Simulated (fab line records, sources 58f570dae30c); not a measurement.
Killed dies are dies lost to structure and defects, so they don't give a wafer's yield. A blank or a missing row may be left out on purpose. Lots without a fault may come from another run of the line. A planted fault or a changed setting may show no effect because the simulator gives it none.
A struck lot beside a sound one | flow berkeley_cmos170 | 7 steps out of a route of 331
Sound: wafers L140.2, L140.4, L140.5. Struck: wafers L153.2, L153.4, L153.5. The cause comes at the end.
At each step with rows: each side's tool, then ch and its chambers, then its first start. Under that, the readings that differ: sound wafers | struck wafers | difference of the means | sigmas: that difference in standard deviations of wafers without a fault.
alike: readings whose means differ by less than 2 such deviations, and words and numbers that are the same on both sides. not compared: withheld readings, readings that some wafer has no value for, bounds like >300 that may hide the same value, and numbers for which the record gives no deviation and whose values overlap.
The two part at a step that has a row with sigmas, a row that says differs or no value, or rows on one side only. Numbers that don't overlap but have no deviation are shown without sigmas and don't part them. A reading that every wafer of one side lacks parts them only if that side has two wafers or more.

UCB170_START_BOW_MEAS_00:
  sound on film_metro-02, day 1 15:01; struck on film_metro-02, day 4 08:02
  alike: INCOMING_BOW
then, 2 steps without rows for these wafers: UCB170_START_CLEAN_01 (cleans in dHF, time 60 s); UCB170_START_OXIDATION_02 (target thk 20 nm, ox time 1800 s).
UCB170_START_THK_MEAS_03:
  sound on film_metro-01, day 1 20:20; struck on film_metro-03, day 4 13:38
  alike: START_OXIDE_THK
then, 1 step without rows for these wafers: UCB170_START_ANNEAL_04 (time 1200 s).
UCB170_ZERO_HMDS_00: prime time 60 s.
  sound on litho_track-03 ch 0, day 2 02:20; struck on litho_track-01 ch 0, day 4 18:38
  reading          | sound              | struck               | difference | sigmas
  prime_temp_c (C) | 100.06 99.94 99.84 | 105.70 105.64 105.82 | +5.77      | +48
  alike: exhaust_pa
then, 1 step without rows for these wafers: UCB170_ZERO_COAT_01 (resist thk 900 nm).

WHERE THEY PART
Only at UCB170_ZERO_HMDS_00, within this record.

WHY: what the simulator had put in
Process parameter drift: litho_track-01, from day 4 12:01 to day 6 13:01, at UCB170_ZERO_HMDS_00. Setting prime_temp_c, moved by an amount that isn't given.
